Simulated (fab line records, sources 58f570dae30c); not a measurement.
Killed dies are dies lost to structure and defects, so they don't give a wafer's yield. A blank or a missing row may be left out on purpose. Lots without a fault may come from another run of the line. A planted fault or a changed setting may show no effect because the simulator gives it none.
Split-lot experiment | flow berkeley_cmos170 | 4 lots, 11 wafers read, on a route of 331 steps

THE SPLIT
At UCB170_CONTACT_CVD_01 (deposits PSG from SiH4/O2/PH3, target thk 700 nm, time 2820 s), the setting sih4_flow_sccm was moved away from the recipe's 60 sccm on 6 of the 11 wafers read, by +7.7% to +11.3%. The other wafers ran this setting at the recipe's value.

The file shows no step between the split and the reading.

THE READING
etch.depth_nm (the simulator's own value, which no gauge read), in nm, at UCB170_CONTACT_ETCH_18 (etches PSG in CHF3/CF4/Ar, stops on TiSi2, target depth 840 nm, time 195 s). The file gives no usual value for it. The 5 wafers here that ran the recipe average 699.5 nm, standard deviation 3.5 nm.

wafer  | tool, chamber at the split | sih4_flow_sccm as run, sccm | against the recipe | etch.depth_nm, nm | against lot-mates on the recipe
L077.1 | lpcvd-02, 1                | 60                          | recipe             | 699.1             | -
L077.4 | lpcvd-02, 1                | 60                          | recipe             | 693.6             | -
L077.5 | lpcvd-02, 1                | 60                          | recipe             | 702.9             | -
L081.1 | -, -                       | 64.64                       | +7.7%              | 720.6             | no lot-mate on the recipe
L081.2 | -, -                       | 64.64                       | +7.7%              | 720.7             | no lot-mate on the recipe
L081.6 | -, -                       | 64.64                       | +7.7%              | 720.5             | no lot-mate on the recipe
L084.2 | -, -                       | 60                          | recipe             | 698.6             | -
L084.3 | -, -                       | 60                          | recipe             | 703.3             | -
L085.3 | -, -                       | 66.81                       | +11.3%             | 725.1             | no lot-mate on the recipe
L085.5 | -, -                       | 66.81                       | +11.3%             | 729.3             | no lot-mate on the recipe
L085.6 | -, -                       | 66.81                       | +11.3%             | 723.3             | no lot-mate on the recipe

THE FIT
A straight line over all 11 wafers: etch.depth_nm changes by +2.41 nm for each +1% of sih4_flow_sccm; r = +0.97; the points scatter about the line by 3.3 nm.
Too few moved wafers have a lot-mate on the recipe to fit a line with each lot's own level taken away.

THE WHOLE CHAIN: every reading that the file lists as answering this split, in the file's order
step                   | what it does                                                               | reading                                                                       | change (the file's fit)              | r (the file's)
UCB170_CONTACT_CVD_01  | deposits PSG from SiH4/O2/PH3, target thk 700 nm, time 2820 s              | PSG_of_CONTACT_CVD_01.thk_nm (the simulator's own value, which no gauge read) | +2.78 nm for each +1% of the setting | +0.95
UCB170_CONTACT_ETCH_18 | etches PSG in CHF3/CF4/Ar, stops on TiSi2, target depth 840 nm, time 195 s | etch.depth_nm (the simulator's own value, which no gauge read)                | +2.41 nm for each +1% of the setting | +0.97

THE FILE'S OWN FIT
etch.depth_nm changes by +2.41 nm for each +1% of sih4_flow_sccm, r = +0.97.
